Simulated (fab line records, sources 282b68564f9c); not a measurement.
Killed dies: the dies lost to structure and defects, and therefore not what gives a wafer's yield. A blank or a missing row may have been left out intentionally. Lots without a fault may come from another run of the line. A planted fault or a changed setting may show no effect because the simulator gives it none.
The tool behind it: which one? -- flow ritCmos -- 14 lots, 42 wafers sampled, at 1 step of a route of 202

## WHAT THE GAUGES SHOWED, per wafer
The record holds no reading of a measuring or inspecting step that can be judged against a usual standard deviation.

## WHAT TOOL EACH LOT RAN ON (gives the tool, then ch and the chambers of the sampled wafers, and finally the start)
lot,RIT_PRETRO_PEB_04
L163,"lithoTrack-04 ch 0, day 2 08:27"
L164,"lithoTrack-03 ch 0, day 2 11:24"
L165,"lithoTrack-02 ch 0, day 2 16:31"
L166,"lithoTrack-04 ch 0, day 2 22:08"
L168,"lithoTrack-03 ch 0, day 3 09:34"
L169,"lithoTrack-02 ch 0, day 3 13:22"
L178,"lithoTrack-03, day 5 13:39"
L179,"lithoTrack-03, day 5 16:17"
L180,"lithoTrack-02 ch 0, day 5 20:38"
L181,"lithoTrack-04 ch 0, day 6 05:38"
L183,"lithoTrack-02 ch 0, day 6 11:19"
L184,"lithoTrack-04 ch 0, day 6 16:25"
L185,"lithoTrack-02 ch 0, day 6 21:25"
L186,"lithoTrack-02 ch 0, day 7 01:38"
- RIT_PRETRO_PEB_04

## WHAT THE TOOLS THEMSELVES READ (means of the sampled wafers that have a number; where no wafer has one, the mark that the record gives instead)
RIT_PRETRO_PEB_04.
lot,tool,exhaustPa (Pa)
L163,lithoTrack-04,45.0
L164,lithoTrack-03,44.6
L165,lithoTrack-02,45.9
L166,lithoTrack-04,45.3
L168,lithoTrack-03,45.1
L169,lithoTrack-02,44.4
L178,lithoTrack-03,-
L179,lithoTrack-03,-
L180,lithoTrack-02,46.1
L181,lithoTrack-04,44.4
L183,lithoTrack-02,44.1
L184,lithoTrack-04,44.1
L185,lithoTrack-02,45.0
L186,lithoTrack-02,45.9

## THE ANSWER, worked out from the rows above alone
Rule: what is usual is taken from the lots themselves. Put in order of their means at a reading, lots are off if they are a third of the lots or fewer, leave a main group of 4 or more, and stand apart from it by a gap of 3 or more times the standard deviation of the main group's means; of several such gaps the widest counts. A main group whose means are all the same, to the digits that the tables above print for the reading, isn't used. Also off: a lot with no number at a reading for which 4 or more lots have one. Any other lot the step has rows for is counted as sound. After the gauges, taken in route order, come the tools' own readings; for these a lot's mean is taken, as printed above. At the first step where some lot is off, the reading lying furthest off is the one used; lots without a number count as furthest.
Off, at RIT_PRETRO_PEB_04 on exhaustPa: L178, L179. Without a number there: L178, L179. Main group: mean 45.0 Pa, sd 0.67.
A tool fits if, at that step or a process step before it, it ran every lot that is off, and no sound lot after the first of them. One candidate fits, namely lithoTrack-03 at RIT_PRETRO_PEB_04. A fault onset in the window from L168 (day 3 09:34, its last sound lot) to L178 (day 5 13:39, its first lot off) fits.
Blank at RIT_PRETRO_PEB_04 on the lots that are off, where sound lots have numbers: exhaustPa.

## WHAT HAD BEEN PUT IN BY THE SIMULATOR
Step skipped in full: lithoTrack-03, at RIT_PRETRO_PEB_04, from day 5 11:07 onward. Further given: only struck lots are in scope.
Lots struck among those shown: L178, L179. The rule given above showed the same thing.
